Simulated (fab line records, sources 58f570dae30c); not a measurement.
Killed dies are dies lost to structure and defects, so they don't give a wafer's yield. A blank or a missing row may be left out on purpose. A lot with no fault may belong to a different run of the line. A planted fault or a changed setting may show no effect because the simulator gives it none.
A struck lot beside a sound one / flow berkeleyCmos170 / 36 out of 331 route steps
Sound: wafers L716.1, L716.5, L716.6. Wafers struck: L722.1, L722.4, L722.5. The cause is named last.
Order at every step that has rows: each side's tool, ch and its chambers, its first start. Under that, the readings that differ: sound wafers / struck wafers / difference of the means / sigmas: that difference in standard deviations of wafers without a fault.
alike: words and numbers the same on both sides, and readings whose means are apart by under 2 such deviations; not compared: readings that were withheld, readings missing a value for some wafer, numbers with overlapping values and no deviation given by the record, and bounds like >300 which may hide the same value.
A row with sigmas, a row that says differs or no value, or rows on one side alone: a step with any of these is where the two part. Numbers that have no deviation but don't overlap get no sigmas and don't part them. A reading that every wafer of one side lacks parts them only if that side has two wafers or more.

UCB170_SPACER_CVD_00: deposits SiO2 from TEOS/O2, target thk 376 nm, time 47 s.
  sound on pecvd-04 ch 0,1,2, day 9 00:58; struck on pecvd-04 ch 0,1, day 9 20:03
  alike: heaterPowerW, pressureMtorr
UCB170_SPACER_THK_MEAS_01:
  sound on filmMetro-04, day 9 01:01; struck on filmMetro-04, day 9 20:06
  alike: SPACER_TEOS_THK
then, 1 step without rows for these wafers: UCB170_SPACER_ANNEAL_02 (time 1800 s).
UCB170_SPACER_ETCHBACK_03: etches SiO2 in CHF3/CF4/Ar, stops on Si, target depth 376 nm, time 100 s.
  sound on rieDiel-03 ch 1,2, day 9 06:37; struck on rieDiel-01 ch 0,2, day 10 04:11
  alike: drypumpMotorCurrentA, mfcArSccm, oesProductAu, throttleValvePct
  not compared: rfHoursCounterH
then, 6 steps without rows for these wafers: UCB170_PSD_HMDS_00 (prime time 60 s); UCB170_PSD_COAT_01 (resist thk 900 nm); UCB170_PSD_SOFTBAKE_02 (time 60 s); UCB170_PSD_EXPOSE_03 (exposes mask PSELECT MOD, target cd 1200 nm); UCB170_PSD_PEB_04; UCB170_PSD_DEVELOP_05 (develop time 45 s).
UCB170_PSD_CD_MEAS_06: target cd 1200 nm.
  sound on cdSem-02, day 9 08:03; struck on cdSem-02, day 10 05:28
reading=cdNm (nm); sound=1199.6 1197.6 1198.1; struck=1203.3 1202.2 1201.8; difference=+4.0; sigmas=+3
UCB170_PSD_OVL_MEAS_07:
  sound on overlay-02, day 9 08:10; struck on overlay-02, day 10 05:35
  alike: PSD_OVL
UCB170_PSD_IMPLANT_08:
  sound on implanter-03 ch 0, day 9 08:13; struck on implanter-01 ch 0, day 10 05:37
reading=doseIonsCm2; sound=2.995e+15 2.993e+15 3.001e+15; struck=1.197e+15 1.197e+15 1.196e+15; difference=-1.800e+15; sigmas=-99 or more
reading=endStationPressureTorr (Torr); sound=1.29e-05 1.21e-05 1.26e-05; struck=7.5e-06 8.8e-06 8.6e-06; difference=-4.2e-06; sigmas=-6
reading=faradayCurrentUA; sound=9551 9179 9049; struck=3844 3734 3733; difference=-5489; sigmas=-30
UCB170_PSD_STRIP_09: strips in O2.
  sound on plasmaAsher-03 ch 0,1, day 9 08:22; struck on plasmaAsher-02 ch 0,1, day 10 05:46
reading=oesProductAu (a.u.); sound=0.600 0.602 0.606; struck=0.739 0.727 0.730; difference=+0.129; sigmas=+26
reading=stripTimeToEndpointS (s); sound=29.59 29.55 29.59; struck=21.60 21.63 21.63; difference=-7.96; sigmas=-99 or more
  alike: drypumpMotorCurrentA
  not compared: rfHoursCounterH
UCB170_PSD_TW_MEAS_10:
  sound on filmMetro-01, day 9 08:28; struck on filmMetro-02, day 10 06:05
reading=PSD_TW; sound=2350 2350 2346; struck=1733 1738 1736; difference=-613; sigmas=-31
  not compared: hold
then, 6 steps without rows for these wafers: UCB170_NSD_HMDS_00 (prime time 60 s); UCB170_NSD_COAT_01 (resist thk 900 nm); UCB170_NSD_SOFTBAKE_02 (time 60 s); UCB170_NSD_EXPOSE_03 (exposes mask NSELECT MOD, target cd 1200 nm); UCB170_NSD_PEB_04; UCB170_NSD_DEVELOP_05 (develop time 45 s).
UCB170_NSD_CD_MEAS_06: target cd 1200 nm.
  sound on cdSem-02, day 9 09:43; struck on cdSem-02, day 10 09:19
  alike: cdNm
UCB170_NSD_OVL_MEAS_07:
  sound on overlay-02, day 9 09:50; struck on overlay-01, day 10 09:26
  alike: NSD_OVL
then, 1 step without rows for these wafers: UCB170_NSD_IMPLANT_08.
UCB170_NSD_STRIP_09: strips in O2.
  sound on plasmaAsher-03 ch 0,1, day 9 10:01; struck on plasmaAsher-03 ch 0,1, day 10 09:37
  alike: drypumpMotorCurrentA, oesProductAu, stripTimeToEndpointS
  not compared: rfHoursCounterH
UCB170_NSD_TW_MEAS_10:
  sound on filmMetro-03, day 9 10:07; struck on filmMetro-01, day 10 09:43
  alike: NSD_TW
then, 4 steps without rows for these wafers: UCB170_NSD_CLEAN_11 (cleans in SPM, time 600 s); UCB170_BACKSIDE_HMDS_00 (prime time 60 s); UCB170_BACKSIDE_COAT_01 (resist thk 900 nm); UCB170_BACKSIDE_SOFTBAKE_02 (time 60 s).
UCB170_BACKSIDE_STRIP_03: strips in O2.
  sound on plasmaAsher-04 ch 0,1, day 9 11:31; struck on plasmaAsher-03 ch 1, day 10 10:42
reading=drypumpMotorCurrentA (A); sound=6.6 6.1 6.6; struck=5.3 5.3 5.3; difference=-1.1; sigmas=-2
  alike: oesProductAu, stripTimeToEndpointS
  not compared: rfHoursCounterH
then, 1 step without rows for these wafers: UCB170_BACKSIDE_CLEAN_04 (cleans in SPM, time 600 s).
UCB170_SDANNEAL_RTA_00: time 10 s.
  sound on rtpAnneal-01 ch 0, day 9 11:47; struck on rtpAnneal-02 ch 0, day 10 11:07
  alike: annealTempCMax, lampPowerPct, wafer_temp_C_max
then, 1 step without rows for these wafers: UCB170_SDANNEAL_RTA_01 (time 5 s).
UCB170_SDANNEAL_RS_MEAS_02: uses a four-point probe to measure.
  sound on filmMetro-02, day 9 11:55; struck on filmMetro-03, day 10 11:36
reading=PSD_RS (ohm/sq); sound=75.2 75.2 75.1; struck=146.0 146.1 146.2; difference=+70.9; sigmas=+99 or more
  not compared: hold
UCB170_M3_PROBE_99:
  sound wafers here have rows in the record (prober-02, day 10 08:44); struck ones have none

WHERE THEY PART
Earliest at UCB170_PSD_CD_MEAS_06; latest, in this record, at UCB170_M3_PROBE_99.

WHY: what the simulator had put in
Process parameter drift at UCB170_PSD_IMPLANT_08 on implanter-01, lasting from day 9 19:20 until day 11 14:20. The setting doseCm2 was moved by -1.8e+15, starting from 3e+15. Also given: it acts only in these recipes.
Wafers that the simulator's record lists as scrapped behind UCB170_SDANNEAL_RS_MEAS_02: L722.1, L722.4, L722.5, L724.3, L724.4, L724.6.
